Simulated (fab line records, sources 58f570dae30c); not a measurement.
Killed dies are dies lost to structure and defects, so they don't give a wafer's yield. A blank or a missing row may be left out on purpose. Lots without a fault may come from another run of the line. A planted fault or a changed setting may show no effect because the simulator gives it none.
fab line records | flow berkeley_cmos170
record lots=5 wafers=23
route steps=331 shown M3@327
start_h: hours from the record's first day to the start of the lot's first wafer shown | wait_h: hours since the lot's step before | " the same as in the row above | L1.1+2: a row that stands for several wafers | - no value, or no start given | * or withheld: withheld | < > ~ a bound
route shown NAME@n: a module of which the file shows steps, and the number in the route of the first | usual: mean/standard deviation of fault-free wafers | same: alike in all rows | chamber/n: place in a boat | sites: the reading at each site | _std_site: their standard deviation | _edge_site: outer sites' mean less inner sites' | radius_mm: how far each site lies from the wafer's centre | mask NAME#n: copy n | behind: the tool/chamber that last shaped the wafer | hold: why the lot was held/for how many hours/how that ended | device: the transistor (n, p or np) that didn't switch | end of line: the same wafers' tests at the end of the route | a step without rows: its recipe alone | killed: dies lost to structure and defects at the first sort, not the wafer's yield | map: a wafer's dies, x killed, . not, _ none there
set.NAME: the setting as run; set.NAME@STEP: as run at that earlier step | model.NAME: the simulator's own value behind a step, which no gauge read
lots whose settings were changed on purpose; a table a step, a row a wafer
## steps
# step UCB170_M3_METAL_ETCH_18
# recipe chemistry=Cl2/BCl3 target=Al stop_on=SiO2 pressure_mtorr=12 target_depth_a=11700 over_etch_frac=0.3 time_s=195 icp_w=600 bias_w=120 Cl2_flow_sccm=90 bcl3_flow_sccm=45
# columns lot.wafer tool chamber start_h wait_h set.over_etch_frac model.KrF_of_M3_COAT_10.thk_nm
L074.2 rie_metal-02 0 165.72 - 0.3 230.7
L074.3 " 0 " " 0.3 232.9
L074.4 " 0 " " 0.3 232.7
L078.1 rie_metal-04 0 180.38 - 0.2397 223.8
L078.2 " 1 " " 0.3 200.8
L078.3 " 0 " " 0.2397 222.7
L078.5 " 0 " " 0.3 190.1
L078.6 " 1 " " 0.3 201.3
L077.1 rie_metal-01 0 197.09 - 0.3 233.7
L077.2 " 1 " " 0.3 234.2
L077.3+4 " 1,0 " " 0.3 232.3
L077.6 " 0 " " 0.3 237
L079.1 rie_metal-04 1 197.70 - 0.3 214.1
L079.2 " 0 " " 0.368 181.2
L079.4 " 1 " " 0.368 176
L079.5 " 1 " " 0.3 207.9
L079.6 " 0 " " 0.368 172.4
L083.1 rie_metal-04 0 214.39 - 0.3 206.6
L083.2 " 1 " " 0.3368 187
L083.3 " 1 " " 0.3 199.5
L083.4 " 0 " " 0.3 201
L083.5 " 0 " " 0.3368 181.6
# step UCB170_M3_STRIP_19
# recipe chemistry=O2 power_w=400 pressure_mtorr=3500 platen_temp_c=withheld o2_flow_sccm=400 overash_fraction=0.5
# usual oes_product_au=0.540/0.016
# columns lot.wafer tool chamber start_h wait_h set.over_etch_frac@M3_METAL_ETCH_18 oes_product_au
L074.2 plasma_asher-02 0 166.03 0.2 0.3 0.567
L074.3 " 1 " " 0.3 0.571
L074.4 " 0 " " 0.3 0.566
L078.1 plasma_asher-02 0 180.57 0.1 0.2397 0.550
L078.2 " 1 " " 0.3 0.525
L078.3 " 0 " " 0.2397 0.554
L078.5 " 1 " " 0.3 0.526
L078.6 " 0 " " 0.3 0.529
L077.1 plasma_asher-04 1 197.28 0.1 0.3 0.564
L077.2 " 0 " " 0.3 0.557
L077.3 " 0 " " 0.3 0.557
L077.4 " 1 " " 0.3 0.562
L077.6 " 0 " " 0.3 0.570
L079.1 plasma_asher-04 1 197.89 0.1 0.3 0.548
L079.2 " 0 " " 0.368 0.518
L079.4 " 1 " " 0.368 0.503
L079.5 " 0 " " 0.3 0.531
L079.6 " 1 " " 0.368 0.498
L083.1 plasma_asher-02 0 214.58 0.1 0.3 0.537
L083.2 " 1 " " 0.3368 0.519
L083.3 " 1 " " 0.3 0.529
L083.4 " 0 " " 0.3 0.531
L083.5 " 1 " " 0.3368 0.510
## key
split step=UCB170_M3_METAL_ETCH_18 setting=over_etch_frac stated=0.3 by=wafer
response step=UCB170_M3_METAL_ETCH_18 reading=model.KrF_of_M3_COAT_10.thk_nm change=-1.42 per=1% r=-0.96
response step=UCB170_M3_STRIP_19 reading=oes_product_au change=-0.00138 per=1% r=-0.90
